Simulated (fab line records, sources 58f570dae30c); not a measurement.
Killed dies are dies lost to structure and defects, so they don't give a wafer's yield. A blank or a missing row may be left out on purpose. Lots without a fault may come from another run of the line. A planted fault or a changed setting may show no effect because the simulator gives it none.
Problem report in the 8D (eight disciplines) form, filled by code | flow berkeley_cmos170 | the parts of the form that need people (team, actions taken, sign-off) are left out

1. THE PROBLEM
rf_fwd_power_W at UCB170_V2_ETCH_14 reads a mean of 782.9 W on 6 wafers of 2 lots; wafers without a fault read 698.2 W with a standard deviation of 2.1. That is +40 standard deviations from the usual mean.
The step: etches SiO2 in CHF3/CF4/Ar, stops on Al, target depth 1250 nm, time 291 s.
First seen on wafer L797.4, day 10 23:35, on rie_diel-02. The record holds 42 wafers of 14 lots with a number at this step. Rule for "out", or "out of limits": more than 4 standard deviations from the usual mean. The other wafers with a number count as sound.

2. WHAT IT IS AND WHAT IT IS NOT
question                    | is                     | is not
which readings at this step | rf_fwd_power_W         | cf4_flow_sccm, drypump_motor_current_A, oes_product_au, throttle_valve_pct
which lots                  | L797, L799             | L787, L788, L790, L791, L792, L793, L804, L805, L806, L808, L809, L810
which wafers of those lots  | all that have a number | -
read on which tools         | rie_diel-02            | rie_diel-01, rie_diel-03
when                        | from day 10 23:35      | up to then (18 sound wafers); but 18 sound wafers of L804, L805, L806, L808, L809, L810 came after

3. SUSPECTS, AND WHAT RULES EACH OUT
Counting: a tool at a process step up to the reading stays a suspect if it ran every lot that is out and no sound lot after the first of them.
- rtp_anneal-01 at UCB170_CONTACT_RTA_08 (time 10 s): ruled out as a lasting fault. Sound lots L806, L809, L810 ran on it after its first lot that is out, L797 (day 10 10:01).
- rie_diel-02 at UCB170_V2_ETCH_14 (etches SiO2 in CHF3/CF4/Ar, stops on Al, target depth 1250 nm, time 291 s): kept. It ran every lot that is out, first L797 (day 10 23:35), and no sound lot after that; its last sound lot up to then is L793 (day 9 14:52). Its own readings are out on those wafers: rf_fwd_power_W.
Left after counting: rie_diel-02 at UCB170_V2_ETCH_14.

4. THE CAUSE (what the simulator had put in)
Process parameter drift: rie_diel-02, from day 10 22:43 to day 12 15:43, at UCB170_V2_ETCH_14. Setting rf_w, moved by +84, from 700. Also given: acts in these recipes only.
Counting left only this tool.

5. THE CHAIN OF EFFECTS, in route order
Each row: a reading whose mean over the struck wafers that have a number lies more than 3 standard deviations from the usual. Only readings for which the record gives a usual standard deviation are gone through. hours: the time from each lot's start at the first step in this table that gives one to its start at this step, as a median over the lots. sigmas: the change in usual standard deviations.
hours | step               | reading                  | usual   | on struck wafers | change | sigmas
0     | UCB170_V2_ETCH_14  | rf_fwd_power_W           | 698.2 W | 782.9            | +84.7  | +40
0     | UCB170_V2_STRIP_15 | strip_time_to_endpoint_s | 15.32 s | 14.88            | -0.44  | -3.4
The process steps in it:
- UCB170_V2_ETCH_14: etches SiO2 in CHF3/CF4/Ar, stops on Al, target depth 1250 nm, time 291 s.
- UCB170_V2_STRIP_15: strips in O2.

6. WHAT WOULD HAVE CAUGHT IT SOONER
In this record the first reading out of limits was taken at day 10 23:35, 1 hour after the fault began at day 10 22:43.
